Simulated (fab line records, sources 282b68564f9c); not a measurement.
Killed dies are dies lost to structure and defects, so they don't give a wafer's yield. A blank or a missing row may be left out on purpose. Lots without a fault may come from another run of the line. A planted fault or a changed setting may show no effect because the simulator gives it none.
A struck lot beside a sound one | flow rit_cmos | 19 steps out of a route of 202
Sound: wafers L732.1, L732.4, L732.5. Struck: wafers L742.3, L742.4, L742.5. The cause comes at the end.
At each step with rows: each side's tool, then ch and its chambers, then its first start. Under that, the readings that differ: sound wafers | struck wafers | difference of the means | sigmas: that difference in standard deviations of wafers without a fault.
alike: readings whose means differ by less than 2 such deviations, and words and numbers that are the same on both sides. not compared: withheld readings, readings that some wafer has no value for, bounds like >300 that may hide the same value, and numbers for which the record gives no deviation and whose values overlap.
The two part at a step that has a row with sigmas, a row that says differs or no value, or rows on one side only. Numbers that don't overlap but have no deviation are shown without sigmas and don't part them. A reading that every wafer of one side lacks parts them only if that side has two wafers or more.

first, 6 steps without rows for these wafers: RIT_NWELL_HMDS_00 (prime time 60 s); RIT_NWELL_COAT_01 (resist thk 1300 nm); RIT_NWELL_SOFTBAKE_02 (time 60 s); RIT_NWELL_EXPOSE_03 (exposes mask M2, target cd 43900 nm); RIT_NWELL_PEB_04; RIT_NWELL_DEVELOP_05 (develop time 68 s).
RIT_NWELL_OVL_MEAS_06:
  sound on overlay-01, day 4 08:59; struck on overlay-01, day 6 11:52
  alike: NWELL_OVL
then, 2 steps without rows for these wafers: RIT_NWELL_HARDBAKE_07 (time 120 s); RIT_NWELL_IMPLANT_08.
RIT_NWELL_STRIP_09: strips in O2, time 180 s.
  sound on plasma_asher-03 ch 0,1, day 4 09:25; struck on plasma_asher-01 ch 0,1, day 6 12:23
  alike: drypump_motor_current_A, o2_flow_sccm
  not compared: rf_hours_counter_h
RIT_NWELL_TW_MEAS_10:
  sound on film_metro-03, day 4 09:35; struck on film_metro-03, day 6 12:32
  alike: NWELL_TW
then, 1 step without rows for these wafers: RIT_PWELL_HMDS_00 (prime time 60 s).
RIT_PWELL_COAT_01: resist thk 1300 nm.
  sound on litho_track-01 ch 0, day 4 09:48; struck on litho_track-04, day 6 12:46
  no value came back on the struck wafers for chill_plate_temp_C (C), dispense_pressure_kPa (kPa); on the sound wafers chill_plate_temp_C (C) reads 22.87 22.91 22.98
then, 4 steps without rows for these wafers: RIT_PWELL_SOFTBAKE_02 (time 60 s); RIT_PWELL_EXPOSE_03 (exposes mask M3, target cd 43700 nm); RIT_PWELL_PEB_04; RIT_PWELL_DEVELOP_05 (develop time 68 s).
RIT_PWELL_OVL_MEAS_06:
  sound on overlay-01, day 4 10:32; struck on overlay-01, day 6 13:28
  reading        | sound          | struck | difference                    | sigmas
  PWELL_OVL (nm) | -0.6 -1.8 -0.4 | - - -  | no value on the struck wafers |
then, 1 step without rows for these wafers: RIT_PWELL_HARDBAKE_07 (time 120 s).

WHERE THEY PART
First at RIT_PWELL_COAT_01; last, within this record, at RIT_PWELL_OVL_MEAS_06.

WHY: what the simulator had put in
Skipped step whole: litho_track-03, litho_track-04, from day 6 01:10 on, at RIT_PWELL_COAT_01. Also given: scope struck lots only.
